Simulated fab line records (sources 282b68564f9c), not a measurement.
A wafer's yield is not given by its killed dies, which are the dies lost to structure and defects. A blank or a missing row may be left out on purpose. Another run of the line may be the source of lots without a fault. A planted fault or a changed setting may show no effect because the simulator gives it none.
fab line records    flow rit_cmos
record lots=6  wafers=18  last_day=7
route steps=202 shown ACTIVE@1 FOX1@20 FOX2@23 M1@202
lots that met no fault: taken from a fault-free run of the same line
start_h: the number of hours between the record's first day and the start of the first shown wafer of the lot    wait_h: hours elapsed since this lot's preceding step    " repeats the value in the row above    L1.1+2: a single row standing in for several wafers    - no value, or no start was given    * or withheld: withheld    < > ~ a bound
route shown NAME@n: NAME is a module with steps in the file, n the number in the route of the first one    usual: mean/standard deviation taken from wafers without a fault    same: alike in all rows    chamber/n: place in a boat    sites: readings site by site    _std_site: standard deviation across them    _edge_site: the outer-site mean with the inner-site mean subtracted    radius_mm: how far each site lies from the wafer's centre    mask NAME#n: copy n    behind: the most recent tool/chamber to have shaped the wafer    hold: cause of the lot's hold/its duration in hours/its outcome    device: the n, p or np transistor that did not switch    end of line: at the end of the route, the tests of the same wafers    where a step has no rows: the recipe by itself    killed: dies lost to structure and defects at the first sort, not the wafer's yield    map: dies across one wafer; x = killed, . = not, _ = none there
set.NAME: the setting that was run; set.NAME@STEP: the one run at that earlier step    model.NAME: the simulator's own value behind a step, which no gauge read
lots at some steps of the route; a table a step, a row a wafer
services: the hour from which a tool's chamber was out of use, counted from the record's first day as start_h (under 0 if before that day), plus the number of hours and why
## steps
# step RIT_ACTIVE_BOW_MEAS_00
# recipe mode=bow
# usual INCOMING_BOW=0/6.2
lot.wafer  tool           chamber  start_h  wait_h  INCOMING_BOW[um]
L852.1     film_metro-03  -        15.00    -       -12
L852.2     "              -        "        "       -2
L852.3     "              -        "        "       8
L856.1     film_metro-04  -        35.00    -       4
L856.2     "              -        "        "       2
L856.4     "              -        "        "       3
L857.1     film_metro-04  -        40.00    -       -4
L857.3     "              -        "        "       -6
L857.5     "              -        "        "       4
L868.2     film_metro-04  -        95.02    -       -7
L868.3     "              -        "        "       0
L868.4     "              -        "        "       -2
L872.3     film_metro-03  -        115.04   -       -5
L872.5     "              -        "        "       -9
L872.6     "              -        "        "       -4
L873.1     film_metro-03  -        120.00   -       -9
L873.3     "              -        "        "       -4
L873.6     "              -        "        "       10
# step RIT_ACTIVE_OXIDATION_01
# recipe temp_c=1000  ambient=O2  target_thk_a=468  ox_time_s=3360
# step RIT_ACTIVE_THK_MEAS_02
# recipe reads=SiO2_of_ACTIVE_OXIDATION_01
# usual ACTIVE_OXIDE_THK=46.5/0.72
lot.wafer  tool           chamber  start_h  wait_h  ACTIVE_OXIDE_THK[nm]
L852.1     film_metro-02  -        17.05    0.0     46.3
L852.2     "              -        "        "       46.3
L852.3     "              -        "        "       46.2
L856.1     film_metro-03  -        37.05    0.0     47.5
L856.2     "              -        "        "       46.8
L856.4     "              -        "        "       47.0
L857.1     film_metro-02  -        42.05    0.0     47.1
L857.3     "              -        "        "       47.3
L857.5     "              -        "        "       47.4
L868.2     film_metro-02  -        98.04    0.0     47.6
L868.3     "              -        "        "       47.1
L868.4     "              -        "        "       47.4
L872.3     film_metro-02  -        117.07   0.0     46.6
L872.5     "              -        "        "       47.2
L872.6     "              -        "        "       46.9
L873.1     film_metro-02  -        122.05   0.0     45.3
L873.3     "              -        "        "       46.1
L873.6     "              -        "        "       45.4
# step RIT_ACTIVE_CVD_03
# recipe material=Si3N4  target_thk_nm=150  temp_c=810  precursor=SiH2Cl2/NH3  time_s=1500  pressure_mtorr=300  sih2cl2_flow_sccm=60  nh3_flow_sccm=150
# usual pressure_mtorr=300.0/0.55  spike_tc_source_C=832.0/1.5
lot.wafer  tool      chamber  start_h  wait_h  pressure_mtorr  spike_tc_source_C  model.Si3N4_of_ACTIVE_CVD_03.thk_nm
L852.1     lpcvd-02  0        17.11    0.1     299.4           834.0              148
L852.2     "         0        "        "       298.9           833.4              149.6
L852.3     "         0        "        "       299.5           833.6              148.5
L856.1     lpcvd-02  1        37.11    0.1     149.8           831.2              121.2
L856.2     "         1        "        "       150.2           831.3              120.8
L856.4     "         1        "        "       150.2           829.0              122.2
L857.1     lpcvd-02  1        42.11    0.1     150.1           830.2              122.7
L857.3     "         1        "        "       150.2           830.1              122.1
L857.5     "         1        "        "       150.0           831.4              122.7
L868.2     lpcvd-01  0        98.09    0.0     300.4           831.4              149.4
L868.3     "         0        "        "       299.5           832.6              150
L868.4     "         0        "        "       299.8           833.4              150.9
L872.3     lpcvd-02  1        117.26   0.2     299.4           830.1              149.1
L872.5     "         1        "        "       299.8           830.9              150
L872.6     "         1        "        "       299.2           829.8              149.1
L873.1     lpcvd-01  1        122.11   0.1     299.5           831.8              150.7
L873.3     "         1        "        "       298.6           830.1              150.9
L873.6     "         1        "        "       299.3           832.2              151.4
# step RIT_ACTIVE_THK_MEAS_04
# recipe reads=Si3N4_of_ACTIVE_CVD_03
# usual ACTIVE_NITRIDE_THK=149.8/1.2
lot.wafer  tool           chamber  start_h  wait_h  ACTIVE_NITRIDE_THK[nm]
L852.1     film_metro-03  -        18.53    0.0     148.1
L852.2     "              -        "        "       149.6
L852.3     "              -        "        "       148.5
L856.1     film_metro-03  -        38.53    0.0     121.2
L856.2     "              -        "        "       120.9
L856.4     "              -        "        "       122.3
L857.1     film_metro-03  -        43.53    0.0     122.6
L857.3     "              -        "        "       122.2
L857.5     "              -        "        "       122.7
L868.2     film_metro-04  -        99.52    0.0     149.4
L868.3     "              -        "        "       150.0
L868.4     "              -        "        "       150.9
L872.3     film_metro-02  -        118.70   0.0     149.0
L872.5     "              -        "        "       150.0
L872.6     "              -        "        "       148.9
L873.1     film_metro-03  -        123.53   0.0     150.8
L873.3     "              -        "        "       150.9
L873.6     "              -        "        "       151.4
# step RIT_ACTIVE_HMDS_05
# recipe prime_time_s=60  prime_temp_c=140
# step RIT_ACTIVE_COAT_06
# recipe resist=NOVOLAK  spin_rpm=3250  resist_thk_nm=1000
# step RIT_ACTIVE_SOFTBAKE_07
# recipe resist=NOVOLAK  temp_c=90  time_s=60
# step RIT_ACTIVE_EXPOSE_08
# recipe mask_id=M1  na=0.6  source_shape=conventional  sigma_outer=0.6  target_cd_nm=1400  dose_mj=225
# step RIT_ACTIVE_PEB_09
# recipe resist=NOVOLAK  temp_c=withheld  time_s=withheld
# step RIT_ACTIVE_DEVELOP_10
# recipe resist=NOVOLAK  develop_time_s=50  dev_temp_c=23
# step RIT_ACTIVE_CD_MEAS_11
# recipe target_cd_nm=1400
# usual cd_nm=1399.9/2.1
lot.wafer  tool       chamber  start_h  wait_h  cd_nm
L852.1     cd_sem-02  -        19.56    -       1397.5
L852.2     "          -        "        "       1401.2
L852.3     "          -        "        "       1400.2
L856.1     cd_sem-02  -        39.44    -       1402.9
L856.2     "          -        "        "       1400.8
L856.4     "          -        "        "       1401.7
L857.1     cd_sem-02  -        44.60    -       1402.1
L857.3     "          -        "        "       1400.1
L857.5     "          -        "        "       1399.4
L868.2     cd_sem-02  -        100.56   -       1399.6
L868.3     "          -        "        "       1397.4
L868.4     "          -        "        "       1398.0
L872.3     cd_sem-02  -        119.85   -       1398.1
L872.5     "          -        "        "       1398.9
L872.6     "          -        "        "       1397.1
L873.1     cd_sem-01  -        124.67   -       1401.6
L873.3     "          -        "        "       1402.5
L873.6     "          -        "        "       1402.7
# step RIT_ACTIVE_HARDBAKE_12
# recipe resist=NOVOLAK  temp_c=140  time_s=60
# step RIT_ACTIVE_ETCH_13
# recipe stop_on=SiO2  chemistry=SF6  target=Si3N4  time_s=210  over_etch_frac=0.4  SF6_flow_sccm=200  pressure_mtorr=260  rf_w=125  target_depth_a=2100
# usual SF6_flow_sccm=200.0/0.64  drypump_motor_current_A=5.4/0.41  oes_product_au=0.817/0.011  throttle_valve_pct=7.53/0.11
# same over_etch_frac=0.4
lot.wafer  tool         chamber  start_h  wait_h  SF6_flow_sccm  drypump_motor_current_A  oes_product_au  rf_hours_counter_h  throttle_valve_pct  model.ACTIVE.feature_depth_nm  model.etch.depth_nm
L852.1     rie_diel-03  2        19.83    0.1     199.9          5.1                      0.812           65                  7.48                148                            148
L852.2     "            3        "        "       200.4          6.6                      0.811           14                  7.66                151.2                          149.6
L852.3     "            0        "        "       201.2          5.0                      0.815           30                  7.55                148.5                          148.5
L856.1     rie_diel-03  1        39.71    0.1     200.5          5.5                      0.735           146                 7.36                121.2                          121.2
L856.2     "            3        "        "       199.4          6.5                      0.726           14                  7.66                122.4                          120.8
L856.4     "            0        "        "       199.7          5.0                      0.741           30                  7.53                122.2                          122.2
L857.1     rie_diel-02  2        44.89    0.1     200.7          5.4                      0.740           101                 7.51                124.4                          122.7
L857.3     "            0        "        "       200.2          5.2                      0.751           1                   7.55                122.1                          122.1
L857.5     "            2        "        "       200.7          5.4                      0.734           -                   7.54                124.4                          122.7
L868.2     rie_diel-03  1        100.81   0.1     200.8          5.5                      0.820           147                 7.37                149.4                          149.4
L868.3     "            3        "        "       200.4          6.6                      0.815           15                  7.64                151.5                          150
L868.4     "            0        "        "       199.3          5.0                      0.827           32                  7.55                150.9                          150.9
L872.3     rie_diel-01  2        120.08   0.1     201.0          5.5                      0.833           82                  7.67                149.1                          149.1
L872.5     "            0        "        "       199.9          5.6                      0.817           -                   7.34                150                            150
L872.6     "            1        "        "       199.2          5.8                      0.811           -                   7.60                149.1                          149.1
L873.1     rie_diel-03  0        124.94   0.1     199.6          5.0                      0.816           32                  7.54                150.7                          150.7
L873.3     "            1        "        "       201.6          5.5                      0.830           147                 7.35                150.9                          150.9
L873.6     "            0        "        "       200.0          5.0                      0.816           -                   7.55                151.4                          151.4
# step RIT_ACTIVE_STRIP_14
# recipe chemistry=O2  time_s=180  resist=NOVOLAK  platen_temp_c=withheld  power_w=500  pressure_mtorr=4000  o2_flow_sccm=4000
# usual drypump_motor_current_A=5.7/0.69
lot.wafer  tool             chamber  start_h  wait_h  drypump_motor_current_A  rf_hours_counter_h
L852.1     plasma_asher-01  0        19.97    0.1     6.5                      35
L852.2     "                1        "        "       5.0                      35
L852.3     "                0        "        "       6.5                      -
L856.1     plasma_asher-02  0        39.84    0.1     6.2                      41
L856.2     "                1        "        "       4.9                      41
L856.4     "                1        "        "       4.9                      -
L857.1     plasma_asher-02  0        45.02    0.1     6.2                      41
L857.3     "                1        "        "       4.9                      -
L857.5     "                1        "        "       4.9                      -
L868.2     plasma_asher-01  1        100.95   0.1     5.0                      43
L868.3     "                1        "        "       5.0                      -
L868.4     "                0        "        "       6.5                      -
L872.3     plasma_asher-02  1        120.27   0.1     4.9                      -
L872.5     "                0        "        "       6.2                      -
L872.6     "                1        "        "       4.9                      -
L873.1     plasma_asher-01  0        125.07   0.1     6.5                      46
L873.3     "                0        "        "       6.5                      -
L873.6     "                1        "        "       5.0                      -
# step RIT_ACTIVE_CD_MEAS_90
# recipe target_cd_nm=1400
# usual cd_nm=1399.9/2.2
lot.wafer  tool       chamber  start_h  wait_h  cd_nm
L852.1     cd_sem-01  -        20.14    0.1     1397.7
L852.2     "          -        "        "       1401.5
L852.3     "          -        "        "       1400.4
L856.1     cd_sem-02  -        40.02    0.1     1403.3
L856.2     "          -        "        "       1400.8
L856.4     "          -        "        "       1401.8
L857.1     cd_sem-02  -        45.20    0.1     1401.5
L857.3     "          -        "        "       1400.3
L857.5     "          -        "        "       1399.3
L868.2     cd_sem-02  -        101.14   0.1     1399.5
L868.3     "          -        "        "       1397.9
L868.4     "          -        "        "       1397.9
L872.3     cd_sem-02  -        120.43   0.1     1398.3
L872.5     "          -        "        "       1399.3
L872.6     "          -        "        "       1397.0
L873.1     cd_sem-02  -        125.24   0.1     1401.7
L873.3     "          -        "        "       1402.7
L873.6     "          -        "        "       1403.4
# step RIT_ACTIVE_CLEAN_15
# recipe chemistry=SC1  mix=3:3:50  time_s=600  temp_c=75
# step RIT_ACTIVE_CLEAN_16
# recipe chemistry=dHF  dilution=50:1  time_s=30
# step RIT_ACTIVE_CLEAN_17
# recipe chemistry=SC2  mix=3:3:50  time_s=600  temp_c=75  dry=n2_spin
# step RIT_FOX1_OXIDATION_00
# recipe temp_c=1100  ambient=H2O  target_thk_a=3507  p_h2o_torr=720  ox_time_s=1130
# step RIT_FOX1_THK_MEAS_01
# recipe reads=SiO2_of_FOX1_OXIDATION_00
# usual FOX1_OXIDE_THK=348/7.3
lot.wafer  tool           chamber  start_h  wait_h  FOX1_OXIDE_THK[nm]
L852.1     film_metro-01  -        24.54    0.0     349
L852.2     "              -        "        "       348
L852.3     "              -        "        "       346
L856.1     film_metro-01  -        42.30    0.0     338
L856.2     "              -        "        "       334
L856.4     "              -        "        "       341
L857.1     film_metro-04  -        47.00    0.0     344
L857.3     "              -        "        "       345
L857.5     "              -        "        "       357
L868.2     film_metro-01  -        103.38   0.0     360
L868.3     "              -        "        "       361
L868.4     "              -        "        "       360
L872.3     film_metro-03  -        123.26   0.0     352
L872.5     "              -        "        "       350
L872.6     "              -        "        "       352
L873.1     film_metro-03  -        127.04   0.0     331
L873.3     "              -        "        "       334
L873.6     "              -        "        "       336
# step RIT_FOX1_WET_ETCH_02
# recipe chemistry=BOE  target_depth_nm=350  time_s=390  temp_c=21.5  dry=n2_spin  dilution=10:1  target=SiO2
# step RIT_FOX2_OXIDATION_00
# recipe temp_c=1100  ambient=H2O  target_thk_a=3507  p_h2o_torr=720  ox_time_s=1130
# step RIT_FOX2_THK_MEAS_01
# recipe reads=SiO2_of_FOX2_OXIDATION_00
# usual FOX2_OXIDE_THK=351/6.2
lot.wafer  tool           chamber  start_h  wait_h  FOX2_OXIDE_THK[nm]
L852.1     film_metro-01  -        27.75    0.0     353
L852.2     "              -        "        "       352
L852.3     "              -        "        "       358
L856.1     film_metro-01  -        43.80    0.0     348
L856.2     "              -        "        "       348
L856.4     "              -        "        "       350
L857.1     film_metro-03  -        48.50    0.0     347
L857.3     "              -        "        "       348
L857.5     "              -        "        "       348
L868.2     film_metro-02  -        105.39   0.0     354
L868.3     "              -        "        "       361
L868.4     "              -        "        "       362
L872.3     film_metro-02  -        124.75   0.0     357
L872.5     "              -        "        "       360
L872.6     "              -        "        "       361
L873.1     film_metro-03  -        129.87   0.0     346
L873.3     "              -        "        "       346
L873.6     "              -        "        "       348
# step RIT_FOX2_CLEAN_02
# recipe chemistry=dHF  dilution=50:1  time_s=180
lot.wafer  tool          chamber  start_h  wait_h  model.Si3N4_of_ACTIVE_CVD_03.thk_nm
L852.1     wet_bench-04  2        27.81    0.1     128.9
L852.2     "             2        "        "       130.5
L852.3     "             2        "        "       129.4
L856.1     wet_bench-04  0        43.86    0.1     102
L856.2     "             0        "        "       101.6
L856.4     "             0        "        "       103
L857.1+5   wet_bench-02  2        48.56    0.1     103.6
L857.3     "             2        "        "       103
L868.2     wet_bench-01  3        105.44   0.0     130.2
L868.3     "             3        "        "       130.8
L868.4     "             3        "        "       131.7
L872.3+6   wet_bench-04  0        124.79   0.0     129.8
L872.5     "             0        "        "       130.9
L873.1     wet_bench-02  0        129.93   0.1     131.4
L873.3     "             0        "        "       131.6
L873.6     "             0        "        "       132.1
# step RIT_FOX2_WET_ETCH_03
# recipe chemistry=H3PO4  target=Si3N4  target_depth_nm=195  temp_c=165  time_s=2700
# step RIT_M1_PROBE_99
# usual killed_at_M0_to_M3=0.0/0.12  killed_at_front_end=7/3.1  killed_dies=7/3.1  killed_open=3.5/2.2  killed_short=3.3/1.9
# same gross_dies=264  killed_at_M4_up=0  killed_at_back_side=0  killed_at_contacts=0  killed_at_other=0
lot.wafer  tool       chamber  start_h  wait_h  killed_at_M0_to_M3  killed_at_front_end  killed_dies  killed_open  killed_short  model.etest.pldd.width_nm  model.etest.nldd.width_nm  model.etest.pplus_sal.width_nm
L852.1     prober-01  -        66.46    0.1     0                   11                   11           7            4             3173                       3189                       3461
L852.2     prober-01  -        66.51    0.1     0                   5                    5            1            4             3185                       3175                       3456
L852.3     prober-01  -        66.56    0.2     0                   4                    4            2            2             3171                       3173                       3435
L856.1     prober-01  -        86.57    0.2     0                   6                    6            5            1             3151                       3175                       3440
L856.2     prober-01  -        86.62    0.2     0                   6                    6            3            3             3165                       3155                       3458
L856.4     prober-01  -        86.72    0.2     0                   7                    7            4            3             3166                       3154                       3457
L857.1     prober-01  -        88.63    0.1     0                   9                    9            5            4             3156                       3150                       3424
L857.3     prober-01  -        88.73    0.2     0                   9                    9            5            4             3151                       3131                       3449
L857.5     prober-01  -        88.83    0.2     0                   9                    9            3            6             3126                       3123                       3424
L868.2     prober-02  -        143.41   0.1     0                   4                    4            2            2             3147                       3142                       3431
L868.3     prober-02  -        143.46   0.2     0                   8                    8            5            3             3146                       3144                       3400
L868.4     prober-02  -        143.51   0.2     0                   6                    6            4            2             3151                       3152                       3415
L872.3     prober-02  -        163.75   0.2     0                   24                   24           13           11            3173                       3161                       3428
L872.5     prober-02  -        163.85   0.2     0                   17                   17           12           5             3160                       3157                       3425
L872.6     prober-02  -        163.90   0.2     0                   14                   14           5            9             3159                       3166                       3414
L873.1     prober-01  -        169.08   0.1     0                   4                    4            4            0             3214                       3199                       3471
L873.3     prober-01  -        169.18   0.2     1                   3                    4            1            3             3203                       3206                       3472
L873.6     prober-01  -        169.33   0.2     0                   4                    4            1            3             3215                       3227                       3484
# killed by level:class
L852.1 GATE:geometric_particle:open=4 FOX1:geometric_particle:open=3 GATE:geometric_particle:short=3 SPACER:geometric_particle:short=1
L852.2 FOX1:geometric_particle:open=1 FOX1:geometric_particle:short=1 GATE:geometric_particle:short=1 REOX:geometric_particle:short=1 SPACER:geometric_particle:short=1
L852.3 GATE:geometric_particle:open=2 FOX2:geometric_particle:short=1 GATE:geometric_particle:short=1
L856.1 SPACER:geometric_particle:open=2 FOX2:geometric_particle:open=1 GATE:geometric_particle:open=1 REOX:geometric_particle:short=1 REOX:geometric_particle:open=1
L856.2 GATE:geometric_particle:open=2 GATE:geometric_particle:short=1 SPACER:geometric_particle:open=1 SPACER:geometric_particle:short=1 SILICIDE:geometric_particle:short=1
L856.4 FOX2:geometric_particle:open=2 FOX1:geometric_particle:open=1 GATE:geometric_particle:open=1 GATE:geometric_particle:short=1 SPACER:geometric_particle:short=1 SILICIDE:geometric_particle:short=1
L857.1 GATE:geometric_particle:short=2 GATE:geometric_particle:open=2 SILICIDE:geometric_particle:open=2 FOX2:geometric_particle:short=1 REOX:geometric_particle:open=1 SILICIDE:geometric_particle:short=1
L857.3 GATE:geometric_particle:open=2 GATE:geometric_particle:short=2 FOX2:geometric_particle:open=1 REOX:geometric_particle:open=1 SPACER:geometric_particle:open=1 SPACER:geometric_particle:short=1 SILICIDE:geometric_particle:short=1
L857.5 FOX2:geometric_particle:short=3 GATE:geometric_particle:open=3 FOX1:geometric_particle:short=1 GATE:geometric_particle:short=1 REOX:geometric_particle:short=1
L868.2 FOX1:geometric_particle:open=1 FOX1:geometric_particle:short=1 SPACER:geometric_particle:short=1 SILICIDE:geometric_particle:open=1
L868.3 GATE:geometric_particle:short=3 REOX:geometric_particle:open=2 FOX1:geometric_particle:open=1 GATE:geometric_particle:open=1 SILICIDE:geometric_particle:open=1
L868.4 GATE:geometric_particle:open=2 REOX:geometric_particle:short=2 FOX1:geometric_particle:open=1 SPACER:geometric_particle:open=1
L872.3 SPACER:geometric_particle:open=6 GATE:geometric_particle:short=5 SPACER:geometric_particle:short=3 FOX1:geometric_particle:open=2 GATE:geometric_particle:open=2 REOX:geometric_particle:open=2 ACTIVE:geometric_particle:open=1 FOX1:geometric_particle:short=1
L872.5 FOX1:geometric_particle:open=4 GATE:geometric_particle:open=4 REOX:geometric_particle:short=3 GATE:geometric_particle:short=2 REOX:geometric_particle:open=2 FOX2:geometric_particle:open=1 SPACER:geometric_particle:open=1
L872.6 GATE:geometric_particle:short=6 GATE:geometric_particle:open=3 FOX1:geometric_particle:short=1 REOX:geometric_particle:open=1 REOX:geometric_particle:short=1 SPACER:geometric_particle:short=1 SPACER:geometric_particle:open=1
L873.1 REOX:geometric_particle:open=2 GATE:geometric_particle:open=1 SPACER:geometric_particle:open=1
L873.3 ACTIVE:geometric_particle:short=1 REOX:geometric_particle:short=1 SILICIDE:geometric_particle:open=1 M1:geometric_particle:short=1
L873.6 FOX2:geometric_particle:short=1 GATE:geometric_particle:short=1 REOX:geometric_particle:short=1 SILICIDE:geometric_particle:open=1
## services
tool             chamber  start_h  hours  kind
plasma_asher-01  -        8.70     2.8    pm
rie_diel-02      1        28.45    5.9    repair
rie_diel-03      2        35.07    3.8    repair
wet_bench-02     -        43.25    4.5    repair
wet_bench-01     -        43.87    2.8    repair
rie_diel-03      1        60.53    17.7   repair
wet_bench-02     -        75.96    1.9    pm
plasma_asher-02  -        80.01    1.5    repair
rie_diel-02      1        82.89    -      clean
rie_diel-02      1        82.89    17.1   scheduled_down
rie_diel-02      1        82.89    17.1   vent_cycle
rie_diel-01      1        91.23    -      clean
rie_diel-01      1        91.23    23.0   scheduled_down
rie_diel-01      1        91.23    23.0   vent_cycle
rie_diel-02      2        96.00    14.4   repair
plasma_asher-02  -        108.75   9.0    pm
plasma_asher-02  0        108.75   9.0    vent_cycle
plasma_asher-02  1        108.75   9.0    vent_cycle
plasma_asher-02  0        117.75   -      clean
plasma_asher-02  1        117.75   -      clean
rie_diel-02      -        117.91   2.8    pm
rie_diel-03      2        119.95   2.7    repair
rie_diel-03      3        123.51   4.8    repair
## key
first_sign step=RIT_ACTIVE_CVD_03  reading=pressure_mtorr  direction=down  sigmas=99+  usual=300.0  struck=150.1
effect step=RIT_ACTIVE_THK_MEAS_04  reading=ACTIVE_NITRIDE_THK  direction=down  sigmas=24  usual=149.8  struck=122.0
effect step=RIT_ACTIVE_ETCH_13  reading=oes_product_au  direction=down  sigmas=7.3  usual=0.817  struck=0.738
model_effect step=RIT_ACTIVE_CVD_03  value=Si3N4_of_ACTIVE_CVD_03.thk_nm  without=150.1  struck=122
model_effect step=RIT_ACTIVE_ETCH_13  value=ACTIVE.feature_depth_nm  without=151  struck=122.8
model_effect step=RIT_FOX2_CLEAN_02  value=Si3N4_of_ACTIVE_CVD_03.thk_nm  without=130.9  struck=102.8
model_effect step=RIT_M1_PROBE_99  value=etest.pldd.width_nm  without=3190  struck=3153
met_at RIT_ACTIVE_CVD_03
struck_wafers L856.1,L856.2,L856.4,L857.1,L857.3,L857.5
tester_left_out L856,L857
onset_between 17.11 37.11
fault kind=process_parameter_drift  tool=lpcvd-02  chamber=-  onset_h=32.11  steps=RIT_ACTIVE_CVD_03  channel=pressure_mtorr  offset=-150  shape=step  end_h=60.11  acts_in=these_recipes_only  stated=300
# tester_left_out: of these lots the tester's yield and bins aren't shown, on N5 and GAA mostly nor the transistor test; their killed dies are dies lost to structure and defects alone, not to doping, threshold or leakage, so they don't give the yield
